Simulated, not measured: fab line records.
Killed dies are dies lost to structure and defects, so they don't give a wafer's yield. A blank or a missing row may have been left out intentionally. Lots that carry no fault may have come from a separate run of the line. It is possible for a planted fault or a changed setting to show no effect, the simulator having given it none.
fab line records	flow berkeleyCmos170	part 1 of 2: steps 1 to 31 of 44
[record] lots = 5	wafers = 15	lastDay = 11
route steps=331 shown NWELL@22 PWELL@34 WELLDRIVE@55 ACTIVE@60
lots that met no fault: taken from a fault-free run of the same line
startH: hours from the record's first day to the start of the lot's first wafer shown	waitH: how many hours have passed since the lot's step before this one	" same as the row above	L1.1+2: a row that stands for several wafers	- value missing, or start not given	* or withheld: withheld	< > ~ a bound
route shown NAME@n: names a module that has steps shown in the file, with the first one's number in the route	usual: mean/standard deviation taken from wafers without a fault	same: alike in all rows	chamber/n: place in a boat	sites: each site's reading	_std_site: their standard deviation	_edge_site: the outer-site mean with the inner-site mean subtracted	radiusMm: for every site, how far away it sits from the centre of the wafer	mask NAME#n: copy n	behind: the last tool/chamber to shape the wafer	hold: why the lot was held/for how many hours/how that ended	device: the n, p or np transistor that did not switch	end of line: at the end of the route, the tests of the same wafers	for a step that has no rows: nothing shown but its recipe	killed: at the first sort, the dies lost to defects and structure; wafer yield is something else	map: dies across one wafer; x = killed, . = not, _ = none there
set.NAME: the run value of the setting; set.NAME@STEP: its run value at that earlier step	model.NAME: the simulator's own value behind a step, which no gauge read
lots at selected steps of the route; one table per step, one row per wafer
services: a tool's chamber out of use, with start hour (startH, from the record's first day; less than 0 if before it), hours out, and reason
[[steps]]
[step UCB170_NWELL_SOFTBAKE_08]
[recipe] resist = KrF	tempC = 130	timeS = 60
lot.wafer	tool	chamber	startH	waitH
L081.1+5+6	lithoTrack-02	0	72.62	0.1
L085.4+5+6	lithoTrack-03	0	89.63	0.1
L088.1+2+5	lithoTrack-02	0	95.85	0.1
L090.1+5+6	lithoTrack-02	0	107.07	0.1
L091.2+5+6	lithoTrack-03	0	116.95	0.1
[step UCB170_NWELL_EXPOSE_09]
[recipe] maskId = NWELL	targetCdNm = 3000	na = 0.5	sigmaOuter = 0.6	sourceShape = conventional	doseMj = 24.54
[usual] reticleTempC = 23.00/0.11
lot.wafer	tool	chamber	startH	waitH	mask	reticleTempC
L081.1	krfScanner-02	0	72.89	0.2	NWELL#0	22.81
L081.5	"	0	"	"	NWELL#0	22.84
L081.6	"	0	"	"	NWELL#0	22.83
L085.4	krfScanner-01	0	89.88	0.2	NWELL#0	23.04
L085.5	"	0	"	"	NWELL#0	23.05
L085.6	"	0	"	"	NWELL#0	23.07
L088.1	krfScanner-02	0	96.12	0.2	NWELL#0	23.15
L088.2	"	0	"	"	NWELL#0	23.08
L088.5	"	0	"	"	NWELL#0	23.10
L090.1	krfScanner-01	0	107.35	0.2	NWELL#0	22.98
L090.5	"	0	"	"	NWELL#0	23.09
L090.6	"	0	"	"	NWELL#0	22.92
L091.2	krfScanner-01	0	117.10	0.1	NWELL#0	23.08
L091.5	"	0	"	"	NWELL#0	23.07
L091.6	"	0	"	"	NWELL#0	23.04
[step UCB170_NWELL_PEB_10]
[recipe] pebTempC = 130	pebTimeS = withheld	resist = KrF
lot.wafer	tool	chamber	startH	waitH
L081.1+5+6	lithoTrack-02	0	73.01	0.1
L085.4+5+6	lithoTrack-02	0	90.02	0.1
L088.1+2+5	lithoTrack-04	0	96.24	0.1
L090.1+5+6	lithoTrack-02	0	107.46	0.1
L091.2+5+6	lithoTrack-04	0	117.22	0.1
[step UCB170_NWELL_DEVELOP_11]
[recipe] developer = TMAH	developTimeS = 45	resist = KrF	devTempC = 21
[same] developTimeS = 45
lot.wafer	tool	chamber	startH	waitH
L081.1+5+6	lithoTrack-02	0	-	-
L085.4+5+6	lithoTrack-02	0	-	-
L088.1+2+5	lithoTrack-04	0	-	-
L090.1+5+6	lithoTrack-02	0	-	-
L091.2+5+6	lithoTrack-04	0	-	-
[step UCB170_NWELL_OVL_MEAS_12]
[usual] NWELL_OVL = 0/5
lot.wafer	tool	chamber	startH	waitH	NWELL_OVL[nm]
L081.1	overlay-02	-	73.28	-	2
L081.5	"	-	"	"	-3
L081.6	"	-	"	"	-1
L085.4	overlay-02	-	90.24	-	-1
L085.5	"	-	"	"	-5
L085.6	"	-	"	"	1
L088.1	overlay-02	-	96.52	-	6
L088.2	"	-	"	"	-1
L088.5	"	-	"	"	-1
L090.1	overlay-02	-	107.74	-	-4
L090.5	"	-	"	"	-6
L090.6	"	-	"	"	1
L091.2	overlay-02	-	117.47	-	-12
L091.5	"	-	"	"	-11
L091.6	"	-	"	"	-11
[step UCB170_NWELL_ETCH_13]
[recipe] chemistry = CH3F/Ar/O2	target = Si3N4	stopOn = SiO2	CH3F_flow_sccm = 20	Ar_flow_sccm = 50	O2_flow_sccm = 7	pressureMtorr = 50	rfW = 450	targetDepthA = 2464	overEtchFrac = 0.1	timeS = 154
[usual] drypumpMotorCurrentA = 5.9/0.55	oesProductAu = 0.934/0.015	throttleValvePct = 8.07/0.14
lot.wafer	tool	chamber	startH	waitH	drypumpMotorCurrentA	oesProductAu	rfHoursCounterH	throttleValvePct
L081.1	rieDiel-03	2	73.32	0.0	5.8	0.947	116	7.85
L081.5	"	1	"	"	6.3	0.962	-	8.29
L081.6	"	0	"	"	5.6	0.947	-	8.15
L085.4	rieDiel-02	3	90.30	0.1	6.0	0.959	-	8.15
L085.5	"	0	"	"	4.7	0.926	-	8.25
L085.6	"	2	"	"	6.5	0.943	-	8.10
L088.1	rieDiel-03	2	96.55	0.0	5.8	0.957	117	7.85
L088.2	"	0	"	"	5.6	0.935	77	8.16
L088.5	"	3	"	"	6.2	0.939	-	7.83
L090.1	rieDiel-03	3	107.78	0.0	6.2	0.922	16	7.80
L090.5	"	2	"	"	5.8	0.939	-	7.85
L090.6	"	3	"	"	6.2	0.928	-	7.80
L091.2	rieDiel-03	0	117.50	0.0	5.6	0.931	78	8.17
L091.5	"	2	"	"	5.7	0.943	-	7.84
L091.6	"	1	"	"	6.3	0.947	-	8.26
[step UCB170_NWELL_IMPLANT_14]
[recipe] species = P	doseCm2 = 9.854e+12	energyKev = 150	tiltDeg = 7
[same] implantIonAmu = 31
lot.wafer	tool	chamber	startH	waitH
L081.1+5+6	implanter-03	0	73.42	0.1
L085.4+5+6	implanter-03	0	90.43	0.1
L088.1+2+5	implanter-01	0	96.65	0.1
L090.1+5+6	implanter-01	0	107.88	0.1
L091.2+5+6	implanter-01	0	117.63	0.1
[step UCB170_NWELL_STRIP_15]
[recipe] chemistry = O2	powerW = 400	pressureMtorr = 3500	platenTempC = withheld	o2FlowSccm = 400	overashFraction = 0.5
[usual] drypumpMotorCurrentA = 5.7/0.3	o2FlowSccm = 400.0/1.1	oesProductAu = 0.721/0.0041	stripTimeToEndpointS = 18.01/0.1
lot.wafer	tool	chamber	startH	waitH	drypumpMotorCurrentA	o2FlowSccm	oesProductAu	rfHoursCounterH	stripTimeToEndpointS
L081.1	plasmaAsher-01	1	73.57	0.1	5.6	401.1	0.725	34	17.92
L081.5	"	1	"	"	5.6	401.8	0.724	-	17.98
L081.6	"	0	"	"	5.0	402.7	0.719	-	17.98
L085.4	plasmaAsher-04	0	90.54	0.1	5.9	399.6	0.720	-	18.05
L085.5	"	1	"	"	6.0	399.2	0.720	-	18.07
L085.6	"	0	"	"	5.9	399.5	0.726	-	17.98
L088.1	plasmaAsher-04	1	96.80	0.1	6.1	401.6	0.719	36	17.91
L088.2	"	0	"	"	5.9	397.1	0.722	36	17.96
L088.5	"	1	"	"	6.1	400.3	0.719	-	17.93
L090.1	plasmaAsher-03	1	108.03	0.1	5.6	397.7	0.717	33	18.05
L090.5	"	0	"	"	5.8	400.4	0.717	-	18.03
L090.6	"	1	"	"	5.5	397.8	0.721	-	18.08
L091.2	plasmaAsher-01	1	117.76	0.1	5.6	399.8	0.718	0	17.92
L091.5	"	0	"	"	5.1	399.5	0.713	-	17.93
L091.6	"	1	"	"	5.6	400.7	0.719	-	17.82
[step UCB170_NWELL_TW_MEAS_16]
[usual] NWELL_TW = 1251/17
lot.wafer	tool	chamber	startH	waitH	NWELL_TW
L081.1	filmMetro-04	-	73.67	0.1	1234
L081.5	"	-	"	"	1243
L081.6	"	-	"	"	1242
L085.4	filmMetro-02	-	90.64	0.1	1270
L085.5	"	-	"	"	1276
L085.6	"	-	"	"	1263
L088.1	filmMetro-02	-	96.90	0.1	1261
L088.2	"	-	"	"	1276
L088.5	"	-	"	"	1264
L090.1	filmMetro-04	-	108.13	0.1	1238
L090.5	"	-	"	"	1232
L090.6	"	-	"	"	1235
L091.2	filmMetro-03	-	117.87	0.1	1255
L091.5	"	-	"	"	1255
L091.6	"	-	"	"	1252
[step UCB170_NWELL_CLEAN_17]
[recipe] chemistry = SPM	tempC = 120	timeS = 600
lot.wafer	tool	chamber	startH	waitH
L081.1+5+6	wetBench-04	1	73.73	0.1
L085.4+5+6	wetBench-04	3	90.97	0.3
L088.1+2+5	wetBench-04	3	96.96	0.1
L090.1+5+6	wetBench-03	2	108.19	0.1
L091.2+5+6	wetBench-01	1	120.09	2.2
[step UCB170_NWELL_WET_ETCH_18]
[recipe] chemistry = H3PO4	target = Si3N4	tempC = 160	timeS = 14400
lot.wafer	tool	chamber	startH	waitH
L081.1+5+6	wetBench-03	2	73.92	0.0
L085.4+5+6	wetBench-04	1	91.35	0.2
L088.1+2+5	wetBench-04	3	97.14	0.0
L090.1+5+6	wetBench-03	0	108.38	0.0
L091.2+5+6	wetBench-03	1	120.42	0.1
[step UCB170_NWELL_WET_ETCH_19]
[recipe] chemistry = BOE	dilution = 5:1	target = SiO2	tempC = 25	timeS = 22
lot.wafer	tool	chamber	startH	waitH
L081.1+5+6	wetBench-04	0	77.93	0.0
L085.4+5+6	wetBench-03	1	95.36	0.0
L088.1+2+5	wetBench-01	2	101.41	0.3
L090.1+5+6	wetBench-01	1	112.39	0.0
L091.2+5+6	wetBench-03	2	124.81	0.4
[step UCB170_PWELL_CLEAN_00]
[recipe] chemistry = SPM	tempC = 120	timeS = 600
lot.wafer	tool	chamber	startH	waitH
L081.1+5+6	wetBench-03	3	77.95	0.0
L085.4+5+6	wetBench-04	0	95.37	0.0
L088.1+2+5	wetBench-01	0	101.69	0.3
L090.1+5+6	wetBench-04	1	112.40	0.0
L091.2+5+6	wetBench-04	1	125.23	0.4
[step UCB170_PWELL_CLEAN_01]
[recipe] chemistry = dHF	dilution = 25:1	timeS = 60
lot.wafer	tool	chamber	startH	waitH
L081.1+5+6	wetBench-01	2	78.12	0.0
L085.4+5+6	wetBench-01	3	95.55	0.0
L088.1+2+5	wetBench-01	1	101.88	0.0
L090.1+5+6	wetBench-01	0	112.58	0.0
L091.2+5+6	wetBench-04	1	125.58	0.2
[step UCB170_PWELL_OXIDATION_02]
[recipe] tempC = 1000	ambient = O2	targetThkA = 264	oxTimeS = 1260
[usual] oxTempCMax = 1005.7/1.4	tubeCenterTempC = 1000/0.092
lot.wafer	tool	chamber	startH	waitH	oxTempCMax	tubeCenterTempC
L081.1	furnace-03	0	78.82	0.7	1006.7	999.83
L081.5	"	0	"	"	1006.3	999.97
L081.6	"	0	"	"	1006.2	999.84
L085.4	furnace-01	0	98.76	3.2	1004.9	1000.2
L085.5	"	0	"	"	1004.1	1000
L085.6	"	0	"	"	1004.5	1000
L088.1	furnace-01	0	106.11	4.2	1005.2	1000.2
L088.2	"	0	"	"	1004.7	999.96
L088.5	"	0	"	"	1006.2	999.99
L090.1	furnace-04	0	113.28	0.7	1006.1	999.95
L090.5	"	0	"	"	1008.8	999.94
L090.6	"	0	"	"	1007.4	1000.1
L091.2	furnace-03	0	128.53	2.9	1005.1	1000.1
L091.5	"	0	"	"	1004.4	999.89
L091.6	"	0	"	"	1005.6	1000.1
[step UCB170_PWELL_THK_MEAS_03]
[recipe] reads = SiO2_of_PWELL_OXIDATION_02
[usual] PWELL_OXIDE_THK = 26.5/0.54
lot.wafer	tool	chamber	startH	waitH	PWELL_OXIDE_THK[nm]
L081.1	filmMetro-01	-	80.17	0.0	27.7
L081.5	"	-	"	"	27.4
L081.6	"	-	"	"	27.7
L085.4	filmMetro-01	-	100.14	0.0	26.5
L085.5	"	-	"	"	26.0
L085.6	"	-	"	"	26.3
L088.1	filmMetro-03	-	107.46	0.0	26.2
L088.2	"	-	"	"	26.5
L088.5	"	-	"	"	25.9
L090.1	filmMetro-03	-	114.63	0.0	26.1
L090.5	"	-	"	"	25.5
L090.6	"	-	"	"	26.2
L091.2	filmMetro-03	-	129.89	0.0	26.6
L091.5	"	-	"	"	26.8
L091.6	"	-	"	"	26.2
[step UCB170_PWELL_ANNEAL_04]
[recipe] tempC = 1000	timeS = 900	ambient = N2
[usual] tubeCenterTempC = 1000/0.084
lot.wafer	tool	chamber	startH	waitH	tubeCenterTempC
L081.1	furnace-03	0	82.92	2.7	1000.2
L081.5	"	0	"	"	999.99
L081.6	"	0	"	"	999.97
L085.4	furnace-01	0	101.36	1.2	999.93
L085.5	"	0	"	"	1000
L085.6	"	0	"	"	1000
L088.1	furnace-01	0	110.46	3.0	999.99
L088.2	"	0	"	"	999.98
L088.5	"	0	"	"	999.99
L090.1	furnace-03	0	117.87	3.2	999.95
L090.5	"	0	"	"	1000
L090.6	"	0	"	"	999.91
L091.2	furnace-04	0	132.41	2.5	1000.1
L091.5	"	0	"	"	999.86
L091.6	"	0	"	"	999.99
[step UCB170_PWELL_CVD_05]
[recipe] material = Si3N4	targetThkNm = 220	tempC = 800	precursor = SiH2Cl2/NH3	timeS = 3300	pressureMtorr = 200	sih2cl2FlowSccm = 25	nh3FlowSccm = 75
lot.wafer	tool	chamber	startH	waitH
L081.1+5+6	lpcvd-02	0	84.17	0.0
L085.4+5+6	lpcvd-02	0	102.73	0.1
L088.1+2+5	lpcvd-01	0	112.35	0.6
L090.1+5+6	lpcvd-01	1	119.57	0.5
L091.2+5+6	lpcvd-02	1	135.33	1.7
[step UCB170_PWELL_THK_MEAS_06]
[recipe] reads = Si3N4_of_PWELL_CVD_05
[usual] PWELL_NITRIDE_THK = 218.9/2
lot.wafer	tool	chamber	startH	waitH	PWELL_NITRIDE_THK[nm]
L081.1	filmMetro-03	-	87.04	0.0	222.7
L081.5	"	-	"	"	221.1
L081.6	"	-	"	"	222.7
L085.4	filmMetro-01	-	104.68	0.0	218.4
L085.5	"	-	"	"	218.4
L085.6	"	-	"	"	217.3
L088.1	filmMetro-03	-	114.27	0.0	218.6
L088.2	"	-	"	"	219.5
L088.5	"	-	"	"	215.8
L090.1	filmMetro-03	-	121.49	0.0	218.5
L090.5	"	-	"	"	219.2
L090.6	"	-	"	"	216.7
L091.2	filmMetro-01	-	137.26	0.0	219.2
L091.5	"	-	"	"	218.5
L091.6	"	-	"	"	218.7
[step UCB170_PWELL_HMDS_07]
[recipe] primeTimeS = 60	primeTempC = 100
lot.wafer	tool	chamber	startH	waitH
L081.1+5+6	lithoTrack-03	0	87.30	0.2
L085.4+5+6	lithoTrack-01	0	105.62	0.9
L088.1+2+5	lithoTrack-03	0	114.56	0.3
L090.1+5+6	lithoTrack-04	0	122.08	0.6
L091.2+5+6	lithoTrack-01	0	137.33	0.1
[step UCB170_PWELL_COAT_08]
[recipe] resist = KrF	spinRpm = 1500	resistThkNm = 900
lot.wafer	tool	chamber	startH	waitH
L081.1+5+6	lithoTrack-03	0	87.45	0.1
L085.4+5+6	lithoTrack-01	0	105.77	0.1
L088.1+2+5	lithoTrack-03	0	114.71	0.1
L090.1+5+6	lithoTrack-04	0	122.23	0.1
L091.2+5+6	lithoTrack-01	0	137.48	0.1
[step UCB170_PWELL_SOFTBAKE_09]
[recipe] resist = KrF	tempC = 130	timeS = 60
lot.wafer	tool	chamber	startH	waitH
L081.1+5+6	lithoTrack-03	0	87.60	0.1
L085.4+5+6	lithoTrack-01	0	105.92	0.1
L088.1+2+5	lithoTrack-03	0	114.86	0.1
L090.1+5+6	lithoTrack-04	0	122.38	0.1
L091.2+5+6	lithoTrack-01	0	137.63	0.1
[step UCB170_PWELL_EXPOSE_10]
[recipe] maskId = PWELL	targetCdNm = 3000	na = 0.5	sigmaOuter = 0.6	sourceShape = conventional	doseMj = 19
[usual] reticleTempC = 23.01/0.096
lot.wafer	tool	chamber	startH	waitH	mask	reticleTempC
L081.1	krfScanner-01	0	88.05	0.4	PWELL#0	23.12
L081.5	"	0	"	"	PWELL#0	23.04
L081.6	"	0	"	"	PWELL#0	23.19
L085.4	krfScanner-01	0	106.18	0.2	PWELL#0	22.84
L085.5	"	0	"	"	PWELL#0	23.03
L085.6	"	0	"	"	PWELL#0	23.04
L088.1	krfScanner-01	0	115.28	0.4	PWELL#0	23.07
L088.2	"	0	"	"	PWELL#0	22.94
L088.5	"	0	"	"	PWELL#0	22.96
L090.1	krfScanner-02	0	122.80	0.4	PWELL#0	23.21
L090.5	"	0	"	"	PWELL#0	23.09
L090.6	"	0	"	"	PWELL#0	22.94
L091.2	krfScanner-01	0	137.78	0.1	PWELL#0	23.13
L091.5	"	0	"	"	PWELL#0	23.01
L091.6	"	0	"	"	PWELL#0	22.98
[step UCB170_PWELL_PEB_11]
[recipe] pebTempC = 130	pebTimeS = withheld	resist = KrF
lot.wafer	tool	chamber	startH	waitH
L081.1+5+6	lithoTrack-04	0	88.22	0.1
L085.4+5+6	lithoTrack-03	0	106.31	0.1
L088.1+2+5	lithoTrack-03	0	115.43	0.1
L090.1+5+6	lithoTrack-03	0	123.43	0.6
L091.2+5+6	lithoTrack-04	0	137.99	0.2
[step UCB170_PWELL_DEVELOP_12]
[recipe] developer = TMAH	developTimeS = 45	resist = KrF	devTempC = 21
[same] developTimeS = 45
lot.wafer	tool	chamber	startH	waitH
L081.1+5+6	lithoTrack-04	0	-	-
L085.4+5+6	lithoTrack-03	0	-	-
L088.1+2+5	lithoTrack-03	0	-	-
L090.1+5+6	lithoTrack-03	0	-	-
L091.2+5+6	lithoTrack-04	0	-	-
[step UCB170_PWELL_OVL_MEAS_13]
[usual] PWELL_OVL = -1/6
lot.wafer	tool	chamber	startH	waitH	PWELL_OVL[nm]
L081.1	overlay-01	-	88.49	-	-15
L081.5	"	-	"	"	-12
L081.6	"	-	"	"	-12
L085.4	overlay-02	-	106.53	-	3
L085.5	"	-	"	"	-2
L085.6	"	-	"	"	2
L088.1	overlay-02	-	115.70	-	4
L088.2	"	-	"	"	1
L088.5	"	-	"	"	4
L090.1	overlay-02	-	123.70	-	2
L090.5	"	-	"	"	6
L090.6	"	-	"	"	-5
L091.2	overlay-02	-	138.25	-	2
L091.5	"	-	"	"	-1
L091.6	"	-	"	"	-6
[step UCB170_PWELL_ETCH_14]
[recipe] chemistry = CH3F/Ar/O2	target = Si3N4	stopOn = SiO2	CH3F_flow_sccm = 20	Ar_flow_sccm = 50	O2_flow_sccm = 7	pressureMtorr = 50	rfW = 450	targetDepthA = 2420	overEtchFrac = 0.1	timeS = 151
[usual] drypumpMotorCurrentA = 5.9/0.41	oesProductAu = 0.940/0.014	throttleValvePct = 8.04/0.16
lot.wafer	tool	chamber	startH	waitH	drypumpMotorCurrentA	oesProductAu	rfHoursCounterH	throttleValvePct
L081.1	rieDiel-02	3	88.53	0.0	6.0	0.959	69	8.13
L081.5	"	2	"	"	6.5	0.940	-	8.09
L081.6	"	3	"	"	5.9	0.960	-	8.14
L085.4	rieDiel-04	1	106.55	0.0	5.6	0.931	66	8.07
L085.5	"	2	"	"	5.7	0.915	-	7.84
L085.6	"	1	"	"	5.5	0.936	-	8.05
L088.1	rieDiel-04	3	115.74	0.0	5.7	0.970	133	7.99
L088.2	"	2	"	"	5.7	0.921	151	7.85
L088.5	"	1	"	"	5.6	0.922	-	8.06
L090.1	rieDiel-03	1	123.74	0.0	6.3	0.951	105	8.27
L090.5	"	1	"	"	6.3	0.953	-	8.27
L090.6	"	0	"	"	5.6	0.929	-	8.18
L091.2	rieDiel-02	2	138.28	0.0	6.5	0.933	105	8.09
L091.5	"	3	"	"	5.9	0.946	-	8.15
L091.6	"	2	"	"	6.5	0.939	-	8.09
[step UCB170_PWELL_IMPLANT_15]
[recipe] species = B	doseCm2 = 5e+12	energyKev = 60.31	tiltDeg = 7
[same] implantIonAmu = 11
lot.wafer	tool	chamber	startH	waitH
L081.1+5+6	implanter-03	0	88.63	0.1
L085.4+5+6	implanter-02	0	106.73	0.1
L088.1+2+5	implanter-03	0	115.84	0.1
L090.1+5+6	implanter-03	0	123.84	0.1
L091.2+5+6	implanter-02	0	138.40	0.1
[step UCB170_PWELL_STRIP_16]
[recipe] chemistry = O2	powerW = 400	pressureMtorr = 3500	platenTempC = withheld	o2FlowSccm = 400	overashFraction = 0.5
[usual] drypumpMotorCurrentA = 5.87/0.15	o2FlowSccm = 400.0/1.1	oesProductAu = 0.721/0.0046	stripTimeToEndpointS = 18.03/0.078
lot.wafer	tool	chamber	startH	waitH	drypumpMotorCurrentA	o2FlowSccm	oesProductAu	rfHoursCounterH	stripTimeToEndpointS
L081.1	plasmaAsher-03	1	88.78	0.1	5.56	398.8	0.715	30	18.06
L081.5	"	1	"	"	5.55	397.3	0.724	-	18.11
L081.6	"	0	"	"	5.81	398.5	0.727	-	18.10
L085.4	plasmaAsher-04	0	106.83	0.1	5.90	399.6	0.718	-	17.98
L085.5	"	1	"	"	6.03	401.0	0.721	-	18.03
L085.6	"	0	"	"	5.92	400.9	0.720	-	17.97
L088.1	plasmaAsher-04	0	115.99	0.1	5.89	400.6	0.716	39	18.12
L088.2	"	1	"	"	6.05	398.6	0.724	39	18.05
L088.5	"	1	"	"	6.05	399.8	0.719	-	17.94
L090.1	plasmaAsher-02	1	123.99	0.1	5.78	400.8	0.721	43	18.11
L090.5	"	1	"	"	5.78	401.1	0.717	-	18.11
L090.6	"	0	"	"	5.87	399.4	0.721	-	18.00
L091.2	plasmaAsher-02	0	138.53	0.1	5.90	399.5	0.718	44	17.96
L091.5	"	1	"	"	5.80	401.6	0.719	-	17.99
L091.6	"	0	"	"	5.90	399.3	0.725	-	17.99
[step UCB170_PWELL_TW_MEAS_17]
[usual] PWELL_TW = 376.5/2.7
lot.wafer	tool	chamber	startH	waitH	PWELL_TW
L081.1	filmMetro-03	-	88.88	0.1	379.7
L081.5	"	-	"	"	381.3
L081.6	"	-	"	"	382.1
L085.4	filmMetro-01	-	106.93	0.1	374.2
L085.5	"	-	"	"	373.9
L085.6	"	-	"	"	376.3
L088.1	filmMetro-04	-	116.09	0.1	375.0
L088.2	"	-	"	"	375.8
L088.5	"	-	"	"	375.0
L090.1	filmMetro-03	-	124.09	0.1	376.3
L090.5	"	-	"	"	376.2
L090.6	"	-	"	"	378.9
L091.2	filmMetro-01	-	138.64	0.1	373.0
L091.5	"	-	"	"	374.3
L091.6	"	-	"	"	373.1
[step UCB170_PWELL_CLEAN_18]
[recipe] chemistry = SPM	tempC = 120	timeS = 600
lot.wafer	tool	chamber	startH	waitH
L081.1+5+6	wetBench-03	2	89.15	0.3
L085.4+5+6	wetBench-04	0	107.07	0.1
L088.1+2+5	wetBench-04	3	116.73	0.6
L090.1+5+6	wetBench-03	1	124.62	0.5
L091.2+5+6	wetBench-04	2	138.72	0.1
